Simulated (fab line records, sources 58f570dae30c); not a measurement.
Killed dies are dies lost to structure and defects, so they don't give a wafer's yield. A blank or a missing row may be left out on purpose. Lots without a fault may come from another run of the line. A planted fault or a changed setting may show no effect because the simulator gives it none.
A struck lot beside a sound one | flow berkeley_cmos170 | 43 steps out of a route of 331
Sound: wafers L860.2, L860.4, L860.5. Struck: wafers L878.1, L878.2, L878.6. The cause comes at the end.
At each step with rows: each side's tool, then ch and its chambers, then its first start. Under that, the readings that differ: sound wafers | struck wafers | difference of the means | sigmas: that difference in standard deviations of wafers without a fault.
alike: readings whose means differ by less than 2 such deviations, and words and numbers that are the same on both sides. not compared: withheld readings, readings that some wafer has no value for, bounds like >300 that may hide the same value, and numbers for which the record gives no deviation and whose values overlap.
The two part at a step that has a row with sigmas, a row that says differs or no value, or rows on one side only. Numbers that don't overlap but have no deviation are shown without sigmas and don't part them. A reading that every wafer of one side lacks parts them only if that side has two wafers or more.

first, 3 steps without rows for these wafers: UCB170_PVT_EXPOSE_03 (exposes mask NWELL, target cd 3000 nm); UCB170_PVT_PEB_04; UCB170_PVT_DEVELOP_05 (develop time 45 s).
UCB170_PVT_OVL_MEAS_06:
  sound on overlay-01, day 6 13:23; struck on overlay-02, day 10 09:38
  alike: PVT_OVL
then, 1 step without rows for these wafers: UCB170_PVT_IMPLANT_07.
UCB170_PVT_STRIP_08: strips in O2.
  sound on plasma_asher-03 ch 0,1, day 6 13:34; struck on plasma_asher-04 ch 0,1, day 10 09:49
  alike: drypump_motor_current_A, oes_product_au, strip_time_to_endpoint_s
  not compared: rf_hours_counter_h
UCB170_PVT_TW_MEAS_09:
  sound on film_metro-04, day 6 13:40; struck on film_metro-04, day 10 09:55
  alike: PVT_TW
then, 1 step without rows for these wafers: UCB170_GATE_WET_ETCH_00 (etches SiO2 in dHF, time 200 s).
UCB170_FIELD_THK_MEAS_91:
  sound on film_metro-01, day 6 13:52; struck on film_metro-01, day 10 10:03
  alike: FIELD_OXIDE_LEFT_2_THK
then, 1 step without rows for these wafers: UCB170_GATE_OXIDATION_01 (target thk 6.6 nm, ox time 1800 s).
UCB170_GATE_THK_MEAS_02:
  sound on film_metro-04, day 6 17:59; struck on film_metro-04, day 10 14:59
  alike: GATE_OXIDE_THK
then, 1 step without rows for these wafers: UCB170_GATE_ANNEAL_03 (time 1800 s).
UCB170_GATE_CVD_04: deposits poly-Si from SiH4, time 1440 s, target thk 214 nm.
  sound on lpcvd-01 ch 0, day 7 00:29; struck on lpcvd-02 ch 1, day 10 21:56
  reading                                  | sound                | struck               | difference | sigmas
  spike_tc_centre_C (C)                    | 612.3 612.6 612.4    | 600.4 601.3 602.4    | -11.1      | -10
  spike_tc_load_C (C)                      | 632.5 632.7 634.0    | 619.1 622.3 620.0    | -12.6      | -10
  spike_tc_source_C (C)                    | 629.1 629.6 627.7    | 618.0 617.2 614.7    | -12.2      | -11
  susceptor_temp_C (C)                     | 610.17 609.70 610.39 | 598.22 597.88 598.15 | -12.00     | -44
  zone_power_centre_pct (%)                | 28.7 28.7 29.1       | 25.2 25.3 25.5       | -3.5       | -2
  model.poly-Si_of_GATE_CVD_04.thk_nm (nm) | 214 214.8 213        | 162.6 163.1 163.4    | -50.9      |
UCB170_GATE_THK_MEAS_05:
  sound on film_metro-03, day 7 01:57; struck on film_metro-03, day 10 23:20
  reading            | sound             | struck            | difference | sigmas
  GATE_POLY_THK (nm) | 214.0 215.0 212.9 | 162.6 163.1 163.5 | -50.9      | -23
then, 6 steps without rows for these wafers: UCB170_GATE_COAT_06; UCB170_GATE_COAT_07 (resist thk 900 nm); UCB170_GATE_SOFTBAKE_08 (time 60 s); UCB170_GATE_EXPOSE_09 (exposes mask POLY, target cd 350 nm); UCB170_GATE_PEB_10; UCB170_GATE_DEVELOP_11 (develop time 45 s).
UCB170_GATE_CD_MEAS_12: target cd 350 nm.
  sound on cd_sem-01, day 7 03:52; struck on cd_sem-02, day 11 00:25
  alike: cd_nm
UCB170_GATE_OVL_MEAS_13:
  sound on overlay-02, day 7 03:59; struck on overlay-02, day 11 00:32
  alike: GATE_OVL
UCB170_GATE_ETCH_14: etches BARC in N2/H2.
  sound on rie_diel-03 ch 0,2,3, day 7 04:01; struck on rie_diel-01 ch 0,1, day 11 00:34
  reading                     | sound             | struck            | difference | sigmas
  drypump_motor_current_A (A) | 5.3 5.2 5.5       | 6.0 6.7 6.7       | +1.1       | +3
  rf_fwd_power_W (W)          | 496.1 498.0 494.4 | 494.2 489.6 491.7 | -4.3       | -3
  alike: oes_product_au, throttle_valve_pct
UCB170_GATE_ETCH_15: etches poly-Si in HBr/Cl2, stops on SiO2, time 56.3 s, target depth 278.2 nm.
  sound on rie_si-01 ch 0,2,3, day 7 04:03; struck on rie_si-02 ch 0,1,2, day 11 00:36
  reading                          | sound             | struck            | difference | sigmas
  oes_product_au (a.u.)            | 0.818 0.825 0.847 | 0.701 0.678 0.685 | -0.142     | -8
  model.GATE.feature_depth_nm (nm) | 214 214.9 213.1   | 162.6 163.1 163.4 | -51.0      |
  model.etch.depth_nm (nm)         | 214 214.8 213     | 162.6 163.1 163.4 | -50.9      |
  alike: drypump_motor_current_A, rf_fwd_power_W, throttle_valve_pct
  not compared: rf_hours_counter_h
UCB170_GATE_STRIP_16: strips in O2.
  sound on plasma_asher-03 ch 0,1, day 7 04:06; struck on plasma_asher-02 ch 0,1, day 11 00:39
  alike: drypump_motor_current_A, oes_product_au
  not compared: rf_hours_counter_h
UCB170_GATE_CD_MEAS_90: target cd 350 nm.
  sound on cd_sem-01, day 7 04:14; struck on cd_sem-01, day 11 00:45
  alike: cd_nm
then, 7 steps without rows for these wafers: UCB170_GATE_CLEAN_17 (cleans in SPM, time 600 s); UCB170_PLDD_HMDS_00 (prime time 60 s); UCB170_PLDD_COAT_01 (resist thk 900 nm); UCB170_PLDD_SOFTBAKE_02 (time 60 s); UCB170_PLDD_EXPOSE_03 (exposes mask PSELECT, target cd 1200 nm); UCB170_PLDD_PEB_04; UCB170_PLDD_DEVELOP_05 (develop time 45 s).
UCB170_PLDD_CD_MEAS_06: target cd 1200 nm.
  sound on cd_sem-01, day 7 06:14; struck on cd_sem-02, day 11 02:14
  alike: cd_nm
UCB170_PLDD_OVL_MEAS_07:
  sound on overlay-01, day 7 06:21; struck on overlay-01, day 11 02:22
  alike: PLDD_OVL
then, 2 steps without rows for these wafers: UCB170_PLDD_IMPLANT_08; UCB170_PLDD_IMPLANT_09.
UCB170_PLDD_STRIP_10: strips in O2.
  sound on plasma_asher-03 ch 0,1, day 7 06:41; struck on plasma_asher-02 ch 0,1, day 11 02:41
  alike: drypump_motor_current_A, oes_product_au, strip_time_to_endpoint_s
  not compared: rf_hours_counter_h
UCB170_PLDD_TW_MEAS_11:
  sound on film_metro-03, day 7 06:47; struck on film_metro-03, day 11 02:47
  alike: PLDD_TW
then, 3 steps without rows for these wafers: UCB170_PLDD_CLEAN_12 (cleans in SPM, time 600 s); UCB170_NLDD_HMDS_00 (prime time 60 s); UCB170_NLDD_COAT_01 (resist thk 900 nm).
UCB170_SILICIDE_PRE_CLEAN_00: preclean etch time 60 s.
  sound on pvd_sputter-04, day 7 19:52; struck on pvd_sputter-01, day 11 16:17
  reading                                  | sound           | struck            | difference | sigmas
  model.poly-Si_of_GATE_CVD_04.thk_nm (nm) | 207.1 207.9 206 | 155.7 156.1 156.5 | -50.9      |

WHERE THEY PART
First at UCB170_GATE_CVD_04; last, within this record, at UCB170_GATE_ETCH_15. Later steps at which nothing parts them and some readings are alike: UCB170_GATE_STRIP_16, UCB170_GATE_CD_MEAS_90, UCB170_PLDD_CD_MEAS_06, UCB170_PLDD_OVL_MEAS_07, UCB170_PLDD_STRIP_10, UCB170_PLDD_TW_MEAS_11.

WHY: what the simulator had put in
Process parameter drift: lpcvd-02, from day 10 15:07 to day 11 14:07, at UCB170_GATE_CVD_04. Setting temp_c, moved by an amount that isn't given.
